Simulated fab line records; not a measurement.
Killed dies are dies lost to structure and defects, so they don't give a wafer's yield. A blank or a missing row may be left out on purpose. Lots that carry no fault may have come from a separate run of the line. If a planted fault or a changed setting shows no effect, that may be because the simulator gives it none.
The tool behind it: which one? ; flow rit cmos ; 21 wafers from 7 lots sampled at 2 of the route's 202 steps

## WHAT THE GAUGES SHOWED, per wafer
RIT_PRETRO_TW_MEAS_10.
lot;measured;on;PRETRO_TW
L490;day 2 12:01;film metro-02;471 474 474
L492;day 3 00:04;film metro-03;471 470 471
L494;day 3 09:52;film metro-02;473 474 473
L498;day 4 04:18;film metro-04;485 483 485
L500;day 4 16:11;film metro-04;484 483 482
L505;day 5 17:38;film metro-02;500 500 499
L507;day 6 01:01;film metro-02;500 499 502

## WHICH TOOL RAN EACH LOT (tool, then ch and the chambers of the sampled wafers, then the start)
lot;RIT_PRETRO_IMPLANT_08
L490;implanter-03 ch 0, day 2 11:42
L492;implanter-04 ch 0, day 2 23:46
L494;implanter-03 ch 0, day 3 09:33
L498;implanter-04 ch 0, day 4 04:01
L500;implanter-02 ch 0, day 4 15:53
L505;implanter-02 ch 0, day 5 17:19
L507;implanter-02 ch 0, day 6 00:41
- RIT_PRETRO_IMPLANT_08

## THE ANSWER, worked out from the rows above alone
Rule: the usual values come from the lots themselves. Put in order of their means at a reading, lots are off if they are a third of the lots or fewer, leave a main group of 4 or more, and stand apart from it by a gap of 3 or more times the standard deviation of the main group's means; of several such gaps the widest counts. A main group whose means are all the same, to the digits that the tables above print for the reading, isn't used. Also off: a lot with no number at a reading for which 4 or more lots have one. The other lots that the step has rows for count as sound.
Across all readings shown, no lot is off: no conclusion can be drawn from this.

## WHAT WAS PUT IN BY THE SIMULATOR
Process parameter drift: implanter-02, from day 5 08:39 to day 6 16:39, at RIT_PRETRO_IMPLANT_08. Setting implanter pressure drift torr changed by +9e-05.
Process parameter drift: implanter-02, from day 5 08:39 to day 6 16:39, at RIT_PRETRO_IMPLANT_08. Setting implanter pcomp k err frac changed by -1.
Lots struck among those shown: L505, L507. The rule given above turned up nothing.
